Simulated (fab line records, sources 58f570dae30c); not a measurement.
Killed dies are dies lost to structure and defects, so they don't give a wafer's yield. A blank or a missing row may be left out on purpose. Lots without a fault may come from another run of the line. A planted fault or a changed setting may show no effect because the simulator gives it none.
Chamber matching | flow berkeley_cmos170 | UCB170_V1_CMP_02 on cmp-01: 4 sister chambers
The step polishes SiO2. 8 wafers are shown with their chamber, then 8 later ones without.

WAFERS WITH THEIR CHAMBER
wafer  | chamber | motor_current_A (A) | slurry_flow_ml_min
L979.1 | 3       | 14.5                | 150.1
L981.6 | 2       | 13.9                | 150.0
L982.2 | 0       | 16.6                | 150.7
L982.3 | 3       | 14.9                | 149.4
L985.2 | 1       | 14.1                | 150.0
L985.5 | 1       | 13.6                | 150.0
L985.6 | 2       | 13.9                | 149.1
L986.3 | 0       | 15.2                | 149.5

WAFERS WITHOUT THEIR CHAMBER
wafer  | motor_current_A (A) | slurry_flow_ml_min
L986.5 | 13.9                | 150.0
L986.6 | 14.1                | 149.3
L991.2 | 15.3                | 149.2
L991.5 | 15.9                | 149.9
L991.6 | 14.1                | 149.8
L999.1 | 13.8                | 151.1
L999.2 | 13.7                | 149.7
L999.5 | 15.1                | 148.7

WHICH CHAMBER EACH WENT THROUGH
wafer  | from the rows above               | in truth
L986.5 | can't be placed: 1 or 2 or 3      | 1
L986.6 | can't be placed: 2 or 1 or 3      | 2
L991.2 | can't be placed: 3 or 0 or 2 or 1 | 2
L991.5 | can't be placed: 0 or 3           | 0
L991.6 | can't be placed: 2 or 1 or 3      | 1
L999.1 | can't be placed: 1 or 2 or 3      | 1
L999.2 | can't be placed: 2 or 1 or 3      | 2
L999.5 | can't be placed: 3 or 2 or 0 or 1 | 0
Placed correctly: 0 of 8. Can't be placed from these rows: 8 (the true chamber is among the candidates in 8). Placed wrongly: 0.
How it was worked out, from the rows above alone: a wafer's distance from a chamber is the root of the sum, over the readings, of the square of ((its reading less the chamber's mean) divided by the reading's scatter). The wafer belongs to the nearest chamber; if the next one is less than 2 further off, it can't be placed. A chamber's mean is the mean of its shown wafers. The scatter: the root of (the sum of the squares of (reading less its chamber's mean) over the shown wafers, divided by (wafers less chambers)).
